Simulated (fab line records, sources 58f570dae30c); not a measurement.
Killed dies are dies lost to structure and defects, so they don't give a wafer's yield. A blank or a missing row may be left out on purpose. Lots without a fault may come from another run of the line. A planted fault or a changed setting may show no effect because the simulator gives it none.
Split-lot experiment | flow berkeley_cmos170 | 5 lots, 23 wafers read, on a route of 331 steps

THE SPLIT
At UCB170_M3_SPUTTER_01 (material Al, target thk 900 nm, time 120 s), the setting power_w was moved away from the recipe's 6000 W on 11 of the 23 wafers read, by -9.3% to +9.0%. The other wafers ran this setting at the recipe's value.

FROM THE SPLIT TO THE READING: what the file shows between them, 6 steps
- UCB170_M3_RS_MEAS_02: measures by four-point-probe
- UCB170_M3_THK_MEAS_03: measures by xrf
- UCB170_M3_PEB_13 (also split here: peb_temp_c)
- UCB170_M3_DEVELOP_14: develop time 45 s
- UCB170_M3_CD_MEAS_15: target cd 700 nm
- UCB170_M3_ETCH_17: etches BARC in N2/H2

THE READING
oes_product_au, in a.u., at UCB170_M3_METAL_ETCH_18 (etches Al in Cl2/BCl3, stops on SiO2, target depth 1170 nm, time 195 s). Fault-free wafers of this fab line usually give 0.854 a.u., standard deviation 0.009 a.u..

wafer  | tool, chamber at the split | power_w as run, W | against the recipe | oes_product_au, a.u. | against lot-mates on the recipe
L076.1 | pvd_sputter-02, -          | 6000              | recipe             | 0.861                | -
L076.2 | pvd_sputter-02, -          | 6541              | +9.0%              | 0.893                | +0.036
L076.3 | pvd_sputter-02, -          | 6541              | +9.0%              | 0.901                | +0.044
L076.4 | pvd_sputter-02, -          | 6000              | recipe             | 0.853                | -
L076.6 | pvd_sputter-02, -          | 6541              | +9.0%              | 0.886                | +0.029
L075.4 | pvd_sputter-04, -          | 6000              | recipe             | 0.844                | -
L075.5 | pvd_sputter-04, -          | 6000              | recipe             | 0.859                | -
L075.6 | pvd_sputter-04, -          | 6000              | recipe             | 0.860                | -
L079.1 | pvd_sputter-01, -          | 6459              | +7.7%              | 0.891                | +0.036
L079.2 | pvd_sputter-01, -          | 6000              | recipe             | 0.857                | -
L079.3 | pvd_sputter-01, -          | 6000              | recipe             | 0.852                | -
L079.5 | pvd_sputter-01, -          | 6459              | +7.7%              | 0.889                | +0.034
L079.6 | pvd_sputter-01, -          | 6459              | +7.7%              | 0.882                | +0.027
L083.1 | pvd_sputter-02, -          | 5444              | -9.3%              | 0.804                | -0.041
L083.2 | pvd_sputter-02, -          | 5444              | -9.3%              | 0.784                | -0.061
L083.3 | pvd_sputter-02, -          | 6000              | recipe             | 0.846                | -
L083.5 | pvd_sputter-02, -          | 6000              | recipe             | 0.858                | -
L083.6 | pvd_sputter-02, -          | 6000              | recipe             | 0.832                | -
L085.1 | pvd_sputter-04, -          | 6000              | recipe             | 0.851                | -
L085.2 | pvd_sputter-04, -          | 6470              | +7.8%              | 0.886                | +0.033
L085.3 | pvd_sputter-04, -          | 6470              | +7.8%              | 0.879                | +0.026
L085.4 | pvd_sputter-04, -          | 6470              | +7.8%              | 0.899                | +0.046
L085.6 | pvd_sputter-04, -          | 6000              | recipe             | 0.856                | -

THE FIT
A straight line over all 23 wafers: oes_product_au changes by +0.00514 a.u. for each +1% of power_w; r = +0.96; the points scatter about the line by 0.0087 a.u..
The same after taking each lot's own level away (the mean of its wafers on the recipe; 23 wafers): +0.00466 a.u. for each +1%; r = +0.96; scatter 0.0078 a.u..
On that fit, the largest move of power_w shifts the reading by 0.043 a.u..
The lots' own levels span 0.8453 to 0.8570 a.u., that is 1.3 times the standard deviation above.
So the lot-to-lot level changes the slope: the two fits differ.
Check: with one of the wafers moved furthest among these (-9.3%) left out of the fit, the line predicts -0.0466 a.u. for it against its lot-mates. It came out at -0.0413 a.u. against them.

OTHER SPLITS ON THESE WAFERS
These wafers also went through other splits before the reading. Each is held against what the fit with the lots' levels taken away leaves over:
other split on the same wafers  | wafers away from the commonest value | r with oes_product_au (lot level and that fit taken away)
UCB170_V2_COAT_07 resist_thk_nm | 8                                    | +0.00
UCB170_M3_PEB_13 peb_temp_c     | 6                                    | -0.11

THE WHOLE CHAIN: every reading that the file lists as answering this split, in the file's order
step                    | what it does                                                           | reading                                                                     | change (the file's fit)                   | r (the file's)
UCB170_M3_SPUTTER_01    | material Al, target thk 900 nm, time 120 s                             | Al_of_M3_SPUTTER_01.thk_nm (the simulator's own value, which no gauge read) | +8.92 nm for each +1% of the setting      | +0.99
UCB170_M3_RS_MEAS_02    | measures by four-point-probe                                           | M3_AL_RS                                                                    | -0.000314 for each +1% of the setting     | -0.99
UCB170_M3_THK_MEAS_03   | measures by xrf                                                        | M3_AL_THK                                                                   | +9.07 for each +1% of the setting         | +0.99
UCB170_M3_METAL_ETCH_18 | etches Al in Cl2/BCl3, stops on SiO2, target depth 1170 nm, time 195 s | oes_product_au                                                              | +0.00463 a.u. for each +1% of the setting | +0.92

THE FILE'S OWN FIT
oes_product_au changes by +0.00463 a.u. for each +1% of power_w, r = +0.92.
